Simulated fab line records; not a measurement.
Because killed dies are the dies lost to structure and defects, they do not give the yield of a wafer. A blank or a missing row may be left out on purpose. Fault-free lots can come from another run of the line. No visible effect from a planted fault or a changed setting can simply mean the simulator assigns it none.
A struck lot beside a sound one	flow ritCmos	15 out of 202 route steps
Sound: wafers L616.1, L616.2, L616.3. Wafers L628.1, L628.4, L628.5 were the ones struck. The cause comes at the end.
At each step with rows: each side's tool, then ch and its chambers, then its first start. Under that, the readings that differ: sound wafers	struck wafers	difference of the means	sigmas: that difference in standard deviations of wafers without a fault.
alike: readings with means less than 2 such deviations apart, plus words and numbers identical on both sides. not compared: withheld readings, readings lacking a value on some wafer, bounds such as >300 that could conceal the same value, and numbers that have no deviation in the record and whose values overlap.
Wherever a step has rows on one side only, a row that says differs or no value, or a row with sigmas, the two part there. Non-overlapping numbers with no deviation appear without sigmas and do not part them. Lack of a reading on every wafer of one side parts them only where that side has two or more wafers.

first, 3 steps without rows for these wafers: RIT_SPACER_CLEAN_01 (cleans in dHF, time 30 s); RIT_SPACER_CLEAN_02 (cleans in SC2, time 600 s); RIT_SPACER_CVD_03 (deposits Si3N4 from SiH2Cl2/NH3, target thk 250 nm, time 3300 s).
RIT_SPACER_THK_MEAS_04:
  struck on filmMetro-04, day 5 18:56; sound on filmMetro-04, day 3 10:03
  alike: SPACER_NITRIDE_THK
RIT_SPACER_ETCHBACK_05: etches Si3N4 in SF6/CHF3, stops on SiO2, target depth 250 nm, time 240 s.
  sound on rieDiel-03 ch 1,2,3, day 3 10:07; struck on rieDiel-03 ch 0,1, day 5 18:59
  alike: SF6_flow_sccm, drypumpMotorCurrentA, oesProductAu, rfFwdPowerW, throttleValvePct
  not compared: rfHoursCounterH
then, 6 steps without rows for these wafers: RIT_NSD_HMDS_00 (prime time 60 s); RIT_NSD_COAT_01 (resist thk 1000 nm); RIT_NSD_SOFTBAKE_02 (time 60 s); RIT_NSD_EXPOSE_03 (exposes mask M9, target cd 40700 nm); RIT_NSD_PEB_04; RIT_NSD_DEVELOP_05 (develop time 50 s).
RIT_NSD_OVL_MEAS_06:
  struck on overlay-01, day 5 19:59; sound on overlay-01, day 3 11:07
  alike: NSD_OVL
RIT_NSD_HARDBAKE_07: time 60 s.
  sound on lithoTrack-03 ch 0, day 3 11:09; struck on lithoTrack-03 ch 0, day 5 20:02
reading	sound	struck	difference	sigmas
heaterPowerTotalW (W)	62.55 62.55 62.50	60.11 60.02 60.01	-2.49	-46
plateTempC (C)	140.09 140.23 140.09	135.60 135.78 135.63	-4.47	-32
model.NOVOLAK_of_NSD_COAT_01.thkNm (nm)	884.8 884.5 883.3	892.5 890.3 891.9	+7.4	
  alike: exhaustPa
next, for these wafers, 1 step has no rows: RIT_NSD_IMPLANT_08.
RIT_M1_PROBE_99:
  struck on prober-01, day 6 06:16; sound on prober-02, day 3 21:13
  alike: killedAtFrontEnd, killedDies, killedOpen, killedShort

== WHERE THEY PART ==
Only at RIT_NSD_HARDBAKE_07, as far as this record shows. Later steps at which nothing parts them and some readings are alike: RIT_M1_PROBE_99.

WHY: what had been put in by the simulator
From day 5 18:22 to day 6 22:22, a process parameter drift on lithoTrack-03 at RIT_NSD_HARDBAKE_07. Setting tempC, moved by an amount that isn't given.
